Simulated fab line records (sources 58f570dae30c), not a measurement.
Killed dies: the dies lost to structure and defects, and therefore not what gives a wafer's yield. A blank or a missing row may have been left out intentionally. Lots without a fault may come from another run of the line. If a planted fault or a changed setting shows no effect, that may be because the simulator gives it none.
fab line records -- flow berkeleyCmos170
[record] lots = 14, wafers = 42, lastDay = 14
route steps=331 shown GATE@139 NLDD@165 NSD@192
lots that met no fault: from a run of the same line without faults
startH: hours from the record's first day to the start of the lot's first wafer shown -- waitH: hours from the lot's prior step to this one -- " identical to the entry in the row above -- L1.1+2: one row covering several wafers at once -- - no value, or no start was given -- * or withheld: withheld -- < > ~ a bound
route shown NAME@n: a module of which the file shows steps, and the number in the route of the first -- usual: mean and standard deviation over wafers with no fault -- same: alike in all rows -- chamber/n: place in a boat -- sites: readings site by site -- _std_site: standard deviation of those values -- _edge_site: outer sites' mean less inner sites' -- radiusMm: how far each site lies from the wafer's centre -- mask NAME#n: copy n -- behind: the most recent tool/chamber to have shaped the wafer -- hold: why the lot was held/for how many hours/how that ended -- device: which transistor (n, p or np) failed to switch -- end of line: at the end of the route, the tests of the same wafers -- where a step has no rows: the recipe by itself -- killed: the dies lost at the first sort to structure and to defects; this is not the yield of the wafer -- map: shows each die of a wafer: x if killed, . if not, _ if none is there
set.NAME: the setting that was run; set.NAME@STEP: the one run at that earlier step -- model.NAME: the simulator's own value behind a step, which no gauge read
a sample of lots followed through the steps of the route, with each step as a table and each wafer as a row
[[steps]]
[step UCB170_GATE_OVL_MEAS_13]
[usual] GATE_OVL = -1/4.9
lot.wafer,tool,chamber,startH,waitH,GATE_OVL[nm]
L962.1,overlay-01,-,153.93,0.1,-4
L962.2,overlay-01,-,153.93,0.1,7
L962.6,overlay-01,-,153.93,0.1,-4
L964.1,overlay-02,-,154.18,0.1,1
L964.4,overlay-02,-,154.18,0.1,-2
L964.5,overlay-02,-,154.18,0.1,1
L965.2,overlay-01,-,176.93,0.1,-3
L965.3,overlay-01,-,176.93,0.1,-3
L965.5,overlay-01,-,176.93,0.1,0
L968.2,overlay-02,-,177.05,0.1,-9
L968.4,overlay-02,-,177.05,0.1,-6
L968.5,overlay-02,-,177.05,0.1,-1
L967.1,overlay-01,-,177.20,0.1,0
L967.2,overlay-01,-,177.20,0.1,-6
L967.5,overlay-01,-,177.20,0.1,-1
L972.1,overlay-01,-,195.44,0.1,-3
L972.4,overlay-01,-,195.44,0.1,7
L972.5,overlay-01,-,195.44,0.1,-10
L974.3,overlay-02,-,195.48,0.1,-4
L974.5,overlay-02,-,195.48,0.1,-3
L974.6,overlay-02,-,195.48,0.1,-1
L973.2,overlay-01,-,195.72,0.1,-4
L973.3,overlay-01,-,195.72,0.1,3
L973.6,overlay-01,-,195.72,0.1,4
L970.2,overlay-01,-,195.84,0.1,5
L970.4,overlay-01,-,195.84,0.1,3
L970.6,overlay-01,-,195.84,0.1,-7
L982.2,overlay-02,-,261.03,0.1,-4
L982.3,overlay-02,-,261.03,0.1,-10
L982.6,overlay-02,-,261.03,0.1,-1
L980.3,overlay-01,-,261.28,0.1,-4
L980.4,overlay-01,-,261.28,0.1,-4
L980.6,overlay-01,-,261.28,0.1,-8
L981.1,overlay-02,-,261.48,0.1,-4
L981.4,overlay-02,-,261.48,0.1,2
L981.6,overlay-02,-,261.48,0.1,4
L985.2,overlay-02,-,283.96,0.1,9
L985.3,overlay-02,-,283.96,0.1,6
L985.6,overlay-02,-,283.96,0.1,7
L984.1,overlay-02,-,284.23,0.1,-10
L984.2,overlay-02,-,284.23,0.1,-6
L984.3,overlay-02,-,284.23,0.1,-1
[step UCB170_NLDD_OVL_MEAS_07]
[usual] NLDD_OVL = -2/5.6
lot.wafer,tool,chamber,startH,waitH,NLDD_OVL[nm]
L962.1,overlay-02,-,158.09,0.1,3
L962.2,overlay-02,-,158.09,0.1,-3
L962.6,overlay-02,-,158.09,0.1,-2
L964.1,overlay-01,-,158.36,0.1,10
L964.4,overlay-01,-,158.36,0.1,-7
L964.5,overlay-01,-,158.36,0.1,-2
L965.2,overlay-01,-,181.03,0.1,6
L965.3,overlay-01,-,181.03,0.1,0
L965.5,overlay-01,-,181.03,0.1,5
L968.2,overlay-02,-,181.39,0.1,-6
L968.4,overlay-02,-,181.39,0.1,0
L968.5,overlay-02,-,181.39,0.1,-5
L967.1,overlay-01,-,181.66,0.1,6
L967.2,overlay-01,-,181.66,0.1,8
L967.5,overlay-01,-,181.66,0.1,6
L972.1,overlay-01,-,199.78,0.1,-12
L972.4,overlay-01,-,199.78,0.1,-3
L972.5,overlay-01,-,199.78,0.1,-5
L974.3,overlay-02,-,199.89,0.1,-10
L974.5,overlay-02,-,199.89,0.1,-15
L974.6,overlay-02,-,199.89,0.1,-6
L973.2,overlay-01,-,200.14,0.1,5
L973.3,overlay-01,-,200.14,0.1,3
L973.6,overlay-01,-,200.14,0.1,-4
L970.2,overlay-02,-,200.51,0.1,-5
L970.4,overlay-02,-,200.51,0.1,-5
L970.6,overlay-02,-,200.51,0.1,-3
L982.2,overlay-01,-,264.29,0.1,-1
L982.3,overlay-01,-,264.29,0.1,-3
L982.6,overlay-01,-,264.29,0.1,-3
L980.3,overlay-02,-,264.49,0.1,-7
L980.4,overlay-02,-,264.49,0.1,1
L980.6,overlay-02,-,264.49,0.1,6
L981.1,overlay-01,-,264.60,0.1,5
L981.4,overlay-01,-,264.60,0.1,-1
L981.6,overlay-01,-,264.60,0.1,-2
L985.2,overlay-02,-,287.24,0.1,4
L985.3,overlay-02,-,287.24,0.1,1
L985.6,overlay-02,-,287.24,0.1,2
L984.1,overlay-01,-,287.60,0.1,3
L984.2,overlay-01,-,287.60,0.1,-7
L984.3,overlay-01,-,287.60,0.1,0
[step UCB170_NSD_DEVELOP_05]
[recipe] developer = TMAH, developTimeS = 45, resist = KrF, devTempC = 21
[usual] chillPlateTempC = 22.99/0.11, developTimeS = 45/0
lot.wafer,tool,chamber,startH,waitH,chillPlateTempC,developTimeS
L962.1,lithoTrack-02,0,167,-,23.16,45
L962.2,lithoTrack-02,0,167,-,23.04,45
L962.6,lithoTrack-02,0,167,-,22.94,45
L964.1,lithoTrack-03,0,167,-,23.03,45
L964.4,lithoTrack-03,0,167,-,23.00,45
L964.5,lithoTrack-03,0,167,-,23.01,45
L965.2,lithoTrack-02,0,191,-,23.01,45
L965.3,lithoTrack-02,0,191,-,22.91,45
L965.5,lithoTrack-02,0,191,-,23.09,45
L968.2,lithoTrack-01,0,191,-,23.18,45
L968.4,lithoTrack-01,0,191,-,23.08,45
L968.5,lithoTrack-01,0,191,-,22.95,45
L967.1,lithoTrack-03,0,191,-,22.87,45
L967.2,lithoTrack-03,0,191,-,22.91,45
L967.5,lithoTrack-03,0,192,-,23.09,45
L972.1,lithoTrack-03,-,210,-,-,-
L972.4,lithoTrack-03,-,210,-,-,-
L972.5,lithoTrack-03,-,210,-,-,-
L970.2,lithoTrack-02,-,210,-,-,-
L970.4,lithoTrack-02,-,210,-,-,-
L970.6,lithoTrack-02,-,210,-,-,-
L974.3,lithoTrack-03,0,210,-,22.98,45
L974.5,lithoTrack-03,0,210,-,22.90,45
L974.6,lithoTrack-03,0,210,-,22.99,45
L973.2,lithoTrack-01,0,210,-,22.88,45
L973.3,lithoTrack-01,0,210,-,23.00,45
L973.6,lithoTrack-01,0,210,-,22.88,45
L982.2,lithoTrack-03,0,283,-,22.95,45
L982.3,lithoTrack-03,0,283,-,22.88,45
L982.6,lithoTrack-03,0,283,-,23.05,45
L980.3,lithoTrack-01,0,283,-,23.08,45
L980.4,lithoTrack-01,0,283,-,22.95,45
L980.6,lithoTrack-01,0,283,-,22.98,45
L981.1,lithoTrack-03,0,283,-,22.91,45
L981.4,lithoTrack-03,0,283,-,23.03,45
L981.6,lithoTrack-03,0,283,-,23.06,45
L985.2,lithoTrack-03,0,299,-,23.03,45
L985.3,lithoTrack-03,0,299,-,22.94,45
L985.6,lithoTrack-03,0,299,-,22.74,45
L984.1,lithoTrack-02,0,299,-,22.91,45
L984.2,lithoTrack-02,0,299,-,22.91,45
L984.3,lithoTrack-02,0,299,-,22.84,45
[step UCB170_NSD_CD_MEAS_06]
[recipe] targetCdNm = 1200
[usual] cdNm = 1200.4/1.6
lot.wafer,tool,chamber,startH,waitH,cdNm
L962.1,cdSem-02,-,167.27,-,1202.7
L962.2,cdSem-02,-,167.27,-,1202.7
L962.6,cdSem-02,-,167.27,-,1202.7
L964.1,cdSem-01,-,167.51,-,1200.3
L964.4,cdSem-01,-,167.51,-,1199.1
L964.5,cdSem-01,-,167.51,-,1200.5
L965.2,cdSem-02,-,191.93,-,1200.2
L965.3,cdSem-02,-,191.93,-,1200.2
L965.5,cdSem-02,-,191.93,-,1201.1
L968.2,cdSem-01,-,192.03,-,1203.0
L968.4,cdSem-01,-,192.03,-,1202.7
L968.5,cdSem-01,-,192.03,-,1202.3
L967.1,cdSem-02,-,192.08,-,1200.4
L967.2,cdSem-02,-,192.08,-,1200.2
L967.5,cdSem-02,-,192.08,-,1200.0
L972.1,cdSem-01,-,210.50,-,-
L972.4,cdSem-01,-,210.50,-,-
L972.5,cdSem-01,-,210.50,-,-
L970.2,cdSem-01,-,210.64,-,-
L970.4,cdSem-01,-,210.64,-,-
L970.6,cdSem-01,-,210.64,-,-
L974.3,cdSem-02,-,210.83,-,1202.8
L974.5,cdSem-02,-,210.83,-,1201.9
L974.6,cdSem-02,-,210.83,-,1202.8
L973.2,cdSem-01,-,210.93,-,1198.8
L973.3,cdSem-01,-,210.93,-,1198.8
L973.6,cdSem-01,-,210.93,-,1198.5
L982.2,cdSem-01,-,283.41,-,1196.3
L982.3,cdSem-01,-,283.41,-,1197.5
L982.6,cdSem-01,-,283.41,-,1198.7
L980.3,cdSem-02,-,283.43,-,1199.6
L980.4,cdSem-02,-,283.43,-,1200.0
L980.6,cdSem-02,-,283.43,-,1200.3
L981.1,cdSem-02,-,283.66,-,1198.2
L981.4,cdSem-02,-,283.66,-,1197.6
L981.6,cdSem-02,-,283.66,-,1198.2
L985.2,cdSem-01,-,299.63,-,1201.4
L985.3,cdSem-01,-,299.63,-,1200.4
L985.6,cdSem-01,-,299.63,-,1201.6
L984.1,cdSem-01,-,299.97,-,1200.9
L984.2,cdSem-01,-,299.97,-,1201.0
L984.3,cdSem-01,-,299.97,-,1200.0
[[key]]
[firstSign] step = UCB170_NSD_DEVELOP_05, reading = toolRecord, direction = missing
effect none on later readings
metAt UCB170_NSD_DEVELOP_05
struckLots L970,L972
sortLeftOut L970.2,L970.4,L970.6,L972.1,L972.4,L972.5
testerLeftOut L970,L972
notActingAt UCB170_GATE_OVL_MEAS_13,UCB170_NLDD_OVL_MEAS_07,UCB170_NSD_CD_MEAS_06
[fault] kind = skippedStepWhole, tool = lithoTrack-02,lithoTrack-03, chamber = -, onsetH = 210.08, steps = UCB170_NSD_DEVELOP_05, scope = struckLotsOnly
// testerLeftOut: of these lots the tester's yield and bins aren't shown, on N5 and GAA mostly nor the transistor test; their killed dies are dies lost to structure and defects alone, not to doping, threshold or leakage, so they don't give the yield
// sortLeftOut: the simulated sort isn't trusted on such a fault, so these wafers' sort isn't shown, and their yield isn't known
